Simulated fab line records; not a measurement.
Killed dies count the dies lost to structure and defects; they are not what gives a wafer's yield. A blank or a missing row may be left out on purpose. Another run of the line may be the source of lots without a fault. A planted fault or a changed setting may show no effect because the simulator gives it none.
fab line records -- flow rit_cmos
record lots=14, wafers=42, last_day=7
route steps=202 shown PRETRO@67
lots with no fault: from the same line, run without faults
start_h: the number of hours between the record's first day and the start of the first shown wafer of the lot -- wait_h: hours since the lot's step before -- " same as the row above -- L1.1+2: a row that stands for several wafers -- - no value present, or no start provided -- * or withheld: withheld -- < > ~ a bound
route shown NAME@n: NAME is a module with steps in the file, n the number in the route of the first one -- usual: mean/standard deviation of fault-free wafers -- same: alike in all rows -- chamber/n: place in a boat -- sites: readings site by site -- _std_site: the values' standard deviation -- _edge_site: inner sites' mean taken away from outer sites' mean -- radius_mm: how far each site lies from the wafer's centre -- mask NAME#n: copy n -- behind: tool/chamber where the wafer was last shaped -- hold: the reason the lot was held/the length of the hold in hours/how it ended -- device: the n, p or np transistor that did not switch -- end of line: tests run on the same wafers once the route is complete -- a step given without rows: its recipe and nothing more -- killed: the dies lost at the first sort to structure and to defects; this is not the yield of the wafer -- map: shows each die of a wafer: x if killed, . if not, _ if none is there
set.NAME: the setting that was run; set.NAME@STEP: the one run at that earlier step -- model.NAME: the simulator's own value behind a step, which no gauge read
the route's steps for a sample of lots (tables are steps, rows are wafers)
services: the hour from which a tool's chamber was out of use, counted from the record's first day as start_h (under 0 if before that day), plus the number of hours and why
## steps
# step RIT_PRETRO_EXPOSE_03
# recipe mask_id=M5, na=0.57, target_cd_nm=43700, dose_mj=250
# usual exposure_dose_mJ_cm2=250.07/0.23, focus_offset_nm=-0.1/0.5
lot.wafer,tool,chamber,start_h,wait_h,mask,exposure_dose_mJ_cm2,focus_offset_nm
L476.2,iline_stepper-02,0,38.62,0.2,M5#0,249.99,-0.5
L476.3,iline_stepper-02,0,38.62,0.2,M5#0,249.96,-0.5
L476.4,iline_stepper-02,0,38.62,0.2,M5#0,249.98,-0.6
L477.2,iline_stepper-02,0,43.20,0.1,M5#0,250.24,-0.5
L477.3,iline_stepper-02,0,43.20,0.1,M5#0,250.15,-0.3
L477.5,iline_stepper-02,0,43.20,0.1,M5#0,250.21,-0.3
L478.4,iline_stepper-01,0,48.46,0.2,M5#0,249.92,0.0
L478.5,iline_stepper-01,0,48.46,0.2,M5#0,250.14,0.3
L478.6,iline_stepper-01,0,48.46,0.2,M5#0,250.25,0.4
L479.1,iline_stepper-01,-,51.43,0.1,M5#0,-,-
L479.4,iline_stepper-01,-,51.43,0.1,M5#0,-,-
L479.5,iline_stepper-01,-,51.43,0.1,M5#0,-,-
L480.1,iline_stepper-02,-,56.70,0.2,M5#0,-,-
L480.2,iline_stepper-02,-,56.70,0.2,M5#0,-,-
L480.6,iline_stepper-02,-,56.70,0.2,M5#0,-,-
L489.2,iline_stepper-01,0,107.86,0.2,M5#0,250.13,-0.2
L489.3,iline_stepper-01,0,107.86,0.2,M5#0,250.54,0.2
L489.4,iline_stepper-01,0,107.86,0.2,M5#0,250.10,0.5
L490.1,iline_stepper-01,0,115.07,0.1,M5#0,250.26,0.1
L490.3,iline_stepper-01,0,115.07,0.1,M5#0,249.82,1.1
L490.5,iline_stepper-01,0,115.07,0.1,M5#0,250.08,0.5
L493.1,iline_stepper-01,0,122.78,0.2,M5#0,250.00,0.1
L493.5,iline_stepper-01,0,122.78,0.2,M5#0,250.03,-0.1
L493.6,iline_stepper-01,0,122.78,0.2,M5#0,250.33,0.4
L492.1,iline_stepper-02,0,123.48,0.4,M5#0,249.79,0.2
L492.4,iline_stepper-02,0,123.48,0.4,M5#0,249.56,0.6
L492.6,iline_stepper-02,0,123.48,0.4,M5#0,250.17,-0.4
L495.1,iline_stepper-01,0,127.94,0.2,M5#0,250.04,-0.6
L495.3,iline_stepper-01,0,127.94,0.2,M5#0,249.71,0.0
L495.6,iline_stepper-01,0,127.94,0.2,M5#0,250.21,-0.2
L494.1,iline_stepper-01,0,128.12,0.1,M5#0,249.97,0.1
L494.2,iline_stepper-01,0,128.12,0.1,M5#0,249.89,-0.2
L494.5,iline_stepper-01,0,128.12,0.1,M5#0,250.05,0.1
L496.1,iline_stepper-01,0,133.99,0.1,M5#0,250.14,-0.2
L496.3,iline_stepper-01,0,133.99,0.1,M5#0,250.13,0.0
L496.5,iline_stepper-01,0,133.99,0.1,M5#0,249.92,0.1
L497.1,iline_stepper-01,0,139.55,0.1,M5#0,249.94,-0.3
L497.3,iline_stepper-01,0,139.55,0.1,M5#0,249.67,-0.1
L497.5,iline_stepper-01,0,139.55,0.1,M5#0,250.31,0.5
L499.1,iline_stepper-01,0,147.27,0.2,M5#0,250.18,0.2
L499.4,iline_stepper-01,0,147.27,0.2,M5#0,250.17,-0.4
L499.6,iline_stepper-01,0,147.27,0.2,M5#0,250.12,0.1
## services
tool,chamber,start_h,hours,kind
iline_stepper-01,-,32.97,1.7,pm
iline_stepper-01,0,48.18,-,calibration
iline_stepper-01,-,61.82,1.3,repair
iline_stepper-02,0,65.64,-,calibration
iline_stepper-01,-,84.52,4.3,pm
iline_stepper-02,-,91.78,1.7,pm
## key
first_sign step=RIT_PRETRO_EXPOSE_03, reading=tool_record, direction=missing
effect none on later readings
met_at RIT_PRETRO_EXPOSE_03
struck_lots L479,L480
sort_left_out L479.1,L479.4,L479.5,L480.1,L480.2,L480.6
tester_left_out L479,L480
onset_between 48.46 51.43
fault kind=skipped_step_whole, tool=iline_stepper-01,iline_stepper-02, chamber=-, onset_h=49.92, steps=RIT_PRETRO_EXPOSE_03, scope=struck_lots_only
# tester_left_out: of these lots the tester's yield and bins aren't shown, on N5 and GAA mostly nor the transistor test; their killed dies are dies lost to structure and defects alone, not to doping, threshold or leakage, so they don't give the yield
# sort_left_out: the simulated sort isn't trusted on such a fault, so these wafers' sort isn't shown, and their yield isn't known
